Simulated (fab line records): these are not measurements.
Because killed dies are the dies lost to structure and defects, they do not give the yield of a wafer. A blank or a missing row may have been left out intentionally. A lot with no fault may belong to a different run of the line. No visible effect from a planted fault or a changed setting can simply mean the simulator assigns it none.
Shared-tool check :: flow rit_cmos :: 14 lots and 42 wafers in the sample

WHY IT WAS OPENED
2 of 14 lots carry a flag on the reading FIELD_OXIDE_LEFT_2_THK at RIT_FOX2_THK_MEAS_91. No-fault wafers: 256 nm, standard deviation 7.7.
Rule: a lot is flagged in two cases, either no wafer of it has a number, or all its wafers with numbers fall more than 4 standard deviations from that mean. As for the other lots, they are considered sound.

lot: L373
measured: day 2 09:07
on: film_metro-02
FIELD_OXIDE_LEFT_2_THK (nm), wafer by wafer: 262 263 263
flag: 

lot: L382
measured: day 4 08:31
on: film_metro-01
FIELD_OXIDE_LEFT_2_THK (nm), wafer by wafer: 256 254 258
flag: 

lot: L383
measured: day 4 13:16
on: film_metro-02
FIELD_OXIDE_LEFT_2_THK (nm), wafer by wafer: 255 254 253
flag: 

lot: L384
measured: day 4 17:25
on: film_metro-02
FIELD_OXIDE_LEFT_2_THK (nm), wafer by wafer: 298 302 307
flag: FLAGGED

lot: L385
measured: day 4 21:26
on: film_metro-02
FIELD_OXIDE_LEFT_2_THK (nm), wafer by wafer: 320 315 324
flag: FLAGGED

lot: L386
measured: day 5 07:25
on: film_metro-04
FIELD_OXIDE_LEFT_2_THK (nm), wafer by wafer: 260 257 261
flag: 

lot: L387
measured: day 5 12:08
on: film_metro-02
FIELD_OXIDE_LEFT_2_THK (nm), wafer by wafer: 240 240 240
flag: 

lot: L388
measured: day 5 12:22
on: film_metro-01
FIELD_OXIDE_LEFT_2_THK (nm), wafer by wafer: 252 252 244
flag: 

lot: L389
measured: day 6 01:37
on: film_metro-04
FIELD_OXIDE_LEFT_2_THK (nm), wafer by wafer: 241 249 244
flag: 

lot: L390
measured: day 6 05:07
on: film_metro-02
FIELD_OXIDE_LEFT_2_THK (nm), wafer by wafer: 252 248 251
flag: 

lot: L391
measured: day 6 10:11
on: film_metro-01
FIELD_OXIDE_LEFT_2_THK (nm), wafer by wafer: 259 259 265
flag: 

lot: L394
measured: day 7 02:38
on: film_metro-04
FIELD_OXIDE_LEFT_2_THK (nm), wafer by wafer: 261 260 260
flag: 

lot: L396
measured: day 7 12:42
on: film_metro-02
FIELD_OXIDE_LEFT_2_THK (nm), wafer by wafer: 252 260 260
flag: 

lot: L395
measured: day 7 12:49
on: film_metro-01
FIELD_OXIDE_LEFT_2_THK (nm), wafer by wafer: 267 266 266
flag: 
The numbers of the flagged lots are 311 nm on average: +55 nm against the usual, or +7 standard deviations.

EACH LOT AND THE TOOL IT RAN ON
The record keeps 1 process step preceding the reading, out of 202 steps on the route. Read each cell as the tool, then ch plus the chambers that the sampled wafers visited, then the start.
lot: L373
flag: 
RIT_GATE_WET_ETCH_00: wet_bench-03 ch 2, day 2 08:40

lot: L382
flag: 
RIT_GATE_WET_ETCH_00: wet_bench-01 ch 0, day 4 08:05

lot: L383
flag: 
RIT_GATE_WET_ETCH_00: wet_bench-02 ch 0, day 4 12:49

lot: L384
flag: FLAGGED
RIT_GATE_WET_ETCH_00: wet_bench-03 ch 1, day 4 16:59

lot: L385
flag: FLAGGED
RIT_GATE_WET_ETCH_00: wet_bench-01 ch 2, day 4 21:01

lot: L386
flag: 
RIT_GATE_WET_ETCH_00: wet_bench-03 ch 1, day 5 06:59

lot: L387
flag: 
RIT_GATE_WET_ETCH_00: wet_bench-03 ch 2, day 5 11:43

lot: L388
flag: 
RIT_GATE_WET_ETCH_00: wet_bench-02 ch 1, day 5 11:57

lot: L389
flag: 
RIT_GATE_WET_ETCH_00: wet_bench-03 ch 1, day 6 01:12

lot: L390
flag: 
RIT_GATE_WET_ETCH_00: wet_bench-01 ch 1, day 6 04:40

lot: L391
flag: 
RIT_GATE_WET_ETCH_00: wet_bench-03 ch 1, day 6 09:45

lot: L394
flag: 
RIT_GATE_WET_ETCH_00: wet_bench-01 ch 1, day 7 02:13

lot: L396
flag: 
RIT_GATE_WET_ETCH_00: wet_bench-02 ch 2, day 7 12:16

lot: L395
flag: 
RIT_GATE_WET_ETCH_00: wet_bench-01 ch 0, day 7 12:24
What the steps here do:
- RIT_GATE_WET_ETCH_00: etches SiO2 in BOE, target depth 56 nm, time 60 s.
- RIT_FOX2_THK_MEAS_91

FLAGGED AGAINST TOTAL, ONE TOOL AT A TIME (gauges that did the reading follow at the end)
step: RIT_GATE_WET_ETCH_00
tool: wet_bench-01
lots run: 5
flagged: 1
share of the flagged lots: some
sound lots run after its first flagged lot: 3 (L390,L394,L395)

step: RIT_GATE_WET_ETCH_00
tool: wet_bench-02
lots run: 3
flagged: 0
share of the flagged lots: none
sound lots run after its first flagged lot: -

step: RIT_GATE_WET_ETCH_00
tool: wet_bench-03
lots run: 6
flagged: 1
share of the flagged lots: some
sound lots run after its first flagged lot: 4 (L386,L387,L389,L391)

step: RIT_FOX2_THK_MEAS_91
tool: film_metro-01
lots run: 4
flagged: 0
share of the flagged lots: none
sound lots run after its first flagged lot: -

step: RIT_FOX2_THK_MEAS_91
tool: film_metro-02
lots run: 7
flagged: 2
share of the flagged lots: all
sound lots run after its first flagged lot: 3 (L387,L390,L396)

step: RIT_FOX2_THK_MEAS_91
tool: film_metro-04
lots run: 3
flagged: 0
share of the flagged lots: none
sound lots run after its first flagged lot: -

WHAT IS ALLOWED BY THE TABLE
In the table, 1 row covers all flagged lots: film_metro-02 at RIT_FOX2_THK_MEAS_91.
- film_metro-02 at RIT_FOX2_THK_MEAS_91 ran 7 lots, 2 of them flagged. After the first flagged lot (L387, L390, L396), sound lots still ran on it; a lasting fault on the whole tool would not permit that.
Not one row of the table ran every flagged lot while running no sound lot after the first.

WHAT HAD BEEN PUT IN BY THE SIMULATOR
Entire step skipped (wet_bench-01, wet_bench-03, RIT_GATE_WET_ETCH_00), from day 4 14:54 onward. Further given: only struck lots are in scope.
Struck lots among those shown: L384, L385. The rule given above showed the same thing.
